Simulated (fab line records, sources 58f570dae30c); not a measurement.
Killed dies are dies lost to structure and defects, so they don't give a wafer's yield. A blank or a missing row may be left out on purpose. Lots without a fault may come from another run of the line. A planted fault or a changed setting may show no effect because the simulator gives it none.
One fault seen from 2 desks | flow berkeley_cmos170 | each desk has only its own numbers; what lay behind them comes last

THE METROLOGY DESK
What the gauges read, lot by lot, whatever tool the lot ran on: means of the sampled wafers that have a number. A lot is out of limits, marked OUT, if its mean lies more than 4 standard deviations from the usual mean; the brackets give that distance.
Columns: A = PFIELD_TW at UCB170_PFIELD_TW_MEAS_09, usual 600.3; B = NSD_TW at UCB170_NSD_TW_MEAS_10, usual 4174; C = NSD_RS at UCB170_SDANNEAL_RS_MEAS_03, usual 37.26 ohm/sq; D = cd_nm at UCB170_V2_CD_MEAS_90, usual 700.2 nm
lot  | first seen here | A     | B              | C               | D
L938 | day 6 00:39     | 600.4 | 4182           | 37.31           | 700.1
L937 | day 6 00:46     | 602.6 | 4184           | 37.26           | 700.3
L939 | day 6 00:56     | 599.3 | 4159           | 37.43           | 699.5
L934 | day 6 01:30     | 601.9 | 4183           | 37.32           | 700.0
L941 | day 6 08:08     | 600.5 | 4179           | 37.30           | 700.6
L942 | day 6 19:25     | 599.3 | 4186           | 37.19           | 699.1
L943 | day 7 02:20     | 599.1 | 4167           | 37.26           | 698.7
L951 | day 8 12:46     | 601.5 | 4420 (+15) OUT | 35.12 (-26) OUT | 700.5
L952 | day 8 12:50     | 602.2 | 4167           | 37.15           | 699.3
L950 | day 8 13:32     | 598.1 | 4404 (+14) OUT | 35.02 (-27) OUT | 701.5
L954 | day 8 17:20     | 595.4 | 4195           | 37.05           | 698.1
L956 | day 9 12:44     | 603.4 | 4180           | 37.27           | 698.6
L955 | day 9 12:49     | 604.2 | 4158           | 37.36           | 701.2
L957 | day 9 13:00     | 598.0 | 4188           | 37.28           | 701.1
This desk's finding: out of limits on L950, L951; first on L951, day 11 12:34 (NSD_TW at UCB170_NSD_TW_MEAS_10). In limits: L938, L937, L939, L934, L941, L942, L943, L952, L954, L956, L955, L957.

THE TOOL OWNER'S DESK: implanter-03
The tool's own readings at UCB170_NSD_IMPLANT_08: means of the sampled wafers that have a number, for each lot that ran on this tool. A lot is out of limits, marked OUT, if its mean lies more than 4 standard deviations from the usual mean; the brackets give that distance.
Columns: A = beam_energy_keV at UCB170_NSD_IMPLANT_08, usual 40.000; B = beam_on_s at UCB170_NSD_IMPLANT_08, usual 10.00 s
lot  | first seen here | A                        | B
L937 | day 8 19:46     | 39.997                   | 10.27
L942 | day 9 13:52     | 40.003                   | 10.12
L951 | day 11 12:19    | 48.801 (+99 or more) OUT | 9.89
L950 | day 11 12:37    | 48.797 (+99 or more) OUT | 9.96
This desk's finding: out of limits on L950, L951; first on L951, day 11 12:19 (beam_energy_keV at UCB170_NSD_IMPLANT_08). In limits: L937, L942.

PUT TOGETHER
The tool owner's desk could have raised an alarm at day 11 12:19, on L950, L951.
The metrology desk could have raised an alarm at day 11 12:34, on L950, L951.
Of the lots named, all ran UCB170_NSD_IMPLANT_08 on implanter-03.

WHAT THE SIMULATOR HAD PUT IN
Process parameter drift: implanter-03, from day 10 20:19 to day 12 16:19, at UCB170_NSD_IMPLANT_08. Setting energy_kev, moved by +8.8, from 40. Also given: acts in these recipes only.
Lots struck among those shown: L950, L951.
Hours from the fault's start to each desk's first reading out of limits: the tool owner's desk, 16; the metrology desk, 16.
